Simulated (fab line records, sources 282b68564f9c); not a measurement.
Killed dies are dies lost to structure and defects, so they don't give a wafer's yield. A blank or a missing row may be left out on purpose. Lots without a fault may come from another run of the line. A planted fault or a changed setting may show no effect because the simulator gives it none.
Tool commonality check | flow rit_cmos | 15 lots, 45 wafers sampled

WHY IT WAS OPENED
At RIT_NRETRO_TW_MEAS_10 the reading NRETRO_TW is flagged on 3 of 15 lots. Wafers without a fault read 1046, standard deviation 6.4.
Rule: a lot is flagged when every wafer of it that has a number lies more than 4 standard deviations from that mean, or none has a number. The other lots count as sound.

lot  | measured    | on            | NRETRO_TW, wafer by wafer | flag
L919 | day 2 10:52 | film_metro-01 | 1039 1040 1041            |
L920 | day 2 16:19 | film_metro-01 | 1043 1039 1042            |
L921 | day 2 22:13 | film_metro-02 | 1053 1059 1057            |
L922 | day 3 02:16 | film_metro-01 | 1047 1037 1036            |
L923 | day 3 07:12 | film_metro-03 | 1040 1040 1042            |
L924 | day 3 11:18 | film_metro-01 | 1038 1044 1035            |
L925 | day 3 17:58 | film_metro-01 | 1034 1046 1041            |
L927 | day 4 04:29 | film_metro-03 | 1045 1051 1047            |
L928 | day 4 07:44 | film_metro-01 | 1047 1048 1047            |
L929 | day 4 13:26 | film_metro-03 | 1308 1307 1299            | FLAGGED
L930 | day 4 18:55 | film_metro-02 | 1305 1308 1319            | FLAGGED
L931 | day 4 23:17 | film_metro-01 | 1052 1047 1042            |
L934 | day 5 15:36 | film_metro-02 | 1317 1314 1314            | FLAGGED
L939 | day 6 16:02 | film_metro-01 | 1044 1045 1046            |
L940 | day 6 22:50 | film_metro-02 | 1059 1058 1055            |
The numbers of the flagged lots are 1310 on average: +264 against the usual, or +41 standard deviations.

WHICH TOOL RAN EACH LOT
The record holds 1 process step before the reading, out of a route of 202 steps. In each cell: the tool, then ch and the chambers that the sampled wafers went through, then the start.
lot  | flag    | RIT_NRETRO_IMPLANT_08
L919 |         | implanter-04 ch 0, day 2 10:32
L920 |         | implanter-01 ch 0, day 2 15:59
L921 |         | implanter-04 ch 0, day 2 21:54
L922 |         | implanter-04 ch 0, day 3 01:56
L923 |         | implanter-04 ch 0, day 3 06:55
L924 |         | implanter-02 ch 0, day 3 10:59
L925 |         | implanter-02 ch 0, day 3 17:39
L927 |         | implanter-01 ch 0, day 4 04:11
L928 |         | implanter-02 ch 0, day 4 07:26
L929 | FLAGGED | implanter-02 ch 0, day 4 12:50
L930 | FLAGGED | implanter-04 ch 0, day 4 18:17
L931 |         | implanter-01 ch 0, day 4 22:59
L934 | FLAGGED | implanter-04 ch 0, day 5 14:59
L939 |         | implanter-01 ch 0, day 6 15:44
L940 |         | implanter-02 ch 0, day 6 22:31
What these steps do:
- RIT_NRETRO_IMPLANT_08
- RIT_NRETRO_TW_MEAS_10

FLAGGED OVER TOTAL, TOOL BY TOOL (the gauges that took the reading come last)
step                  | tool          | lots run | flagged | share of the flagged lots | sound lots run after its first flagged lot
RIT_NRETRO_IMPLANT_08 | implanter-01  | 4        | 0       | none                      | -
RIT_NRETRO_IMPLANT_08 | implanter-02  | 5        | 1       | some                      | 1 (L940)
RIT_NRETRO_IMPLANT_08 | implanter-04  | 6        | 2       | some                      | 0
RIT_NRETRO_TW_MEAS_10 | film_metro-01 | 8        | 0       | none                      | -
RIT_NRETRO_TW_MEAS_10 | film_metro-02 | 4        | 2       | some                      | 1 (L940)
RIT_NRETRO_TW_MEAS_10 | film_metro-03 | 3        | 1       | some                      | 0

WHAT THE TABLE ALLOWS
No row of the table ran every flagged lot.

WHAT THE SIMULATOR HAD PUT IN
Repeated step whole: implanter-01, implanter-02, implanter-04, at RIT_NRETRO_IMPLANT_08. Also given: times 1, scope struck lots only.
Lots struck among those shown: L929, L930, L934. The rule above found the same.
